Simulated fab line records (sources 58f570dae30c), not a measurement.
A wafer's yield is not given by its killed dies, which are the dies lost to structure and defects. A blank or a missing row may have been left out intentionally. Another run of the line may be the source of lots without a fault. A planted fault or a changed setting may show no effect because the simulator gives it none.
A struck lot beside a sound one ; flow berkeley_cmos170 ; 14 out of 331 route steps
Sound: wafers L181.1, L181.2, L181.3. The struck wafers were L179.1, L179.5, L179.6. At the end, the cause is stated.
Per side, at each step with rows, come the tool, then ch with its chambers, and then its first start. Under that, the readings that differ: sound wafers ; struck wafers ; difference of the means ; sigmas: that difference in standard deviations of wafers without a fault.
alike: readings with means less than 2 such deviations apart, plus words and numbers identical on both sides. not compared: withheld readings, readings lacking a value on some wafer, bounds such as >300 that could conceal the same value, and numbers that have no deviation in the record and whose values overlap.
Wherever a step has rows on one side only, a row that says differs or no value, or a row with sigmas, the two part there. Non-overlapping numbers with no deviation appear without sigmas and do not part them. Lack of a reading on every wafer of one side parts them only where that side has two or more wafers.

first, 1 step without rows for these wafers: UCB170_NSD_DEVELOP_05 (develop time 45 s).
UCB170_NSD_CD_MEAS_06: target cd 1200 nm.
  sound: cd_sem-01 at day 10 10:31; struck: cd_sem-01 at day 10 10:17
  alike: cd_nm
UCB170_NSD_OVL_MEAS_07:
  sound: overlay-02 at day 10 10:38; struck: overlay-02 at day 10 10:24
  alike: NSD_OVL
next, for these wafers, 1 step has no rows: UCB170_NSD_IMPLANT_08.
UCB170_NSD_STRIP_09: strips in O2.
  sound on plasma_asher-04 ch 0,1, day 10 10:50; struck on plasma_asher-03 ch 0,1, day 10 10:35
  alike: drypump_motor_current_A, oes_product_au, strip_time_to_endpoint_s
  not compared: rf_hours_counter_h
UCB170_NSD_TW_MEAS_10:
  sound: film_metro-02 at day 10 10:56; struck: film_metro-04 at day 10 10:41
  alike: NSD_TW
then, 4 steps without rows for these wafers: UCB170_NSD_CLEAN_11 (cleans in SPM, time 600 s); UCB170_BACKSIDE_HMDS_00 (prime time 60 s); UCB170_BACKSIDE_COAT_01 (resist thk 900 nm); UCB170_BACKSIDE_SOFTBAKE_02 (time 60 s).
UCB170_BACKSIDE_STRIP_03: strips in O2.
  sound on plasma_asher-02 ch 0,1, day 10 12:02; struck on plasma_asher-02 ch 0,1, day 10 11:35
  alike: drypump_motor_current_A, oes_product_au, strip_time_to_endpoint_s
  not compared: rf_hours_counter_h
then, 1 step without rows for these wafers: UCB170_BACKSIDE_CLEAN_04 (cleans in SPM, time 600 s).
UCB170_SDANNEAL_RTA_00: time 10 s.
  struck on rtp_anneal-02, day 10 11:52; sound on rtp_anneal-02 ch 0, day 10 12:19
  no value came back on the struck wafers for any of 5 readings (anneal_temp_c_max, chamber_o2_ppm and others); on the sound wafers anneal_temp_c_max reads 902.8 904.4 903.2
UCB170_SDANNEAL_RTA_01: time 5 s.
  sound on rtp_anneal-02 ch 0, day 10 12:23; struck on rtp_anneal-02 ch 0, day 10 11:56
  alike: anneal_temp_c_max, chamber_o2_ppm, lamp_power_pct, wafer_temp_C_max

WHERE THEY PART
Only at UCB170_SDANNEAL_RTA_00, as far as this record shows. Later steps at which nothing parts them and some readings are alike: UCB170_SDANNEAL_RTA_01.

WHY: what the simulator had put in
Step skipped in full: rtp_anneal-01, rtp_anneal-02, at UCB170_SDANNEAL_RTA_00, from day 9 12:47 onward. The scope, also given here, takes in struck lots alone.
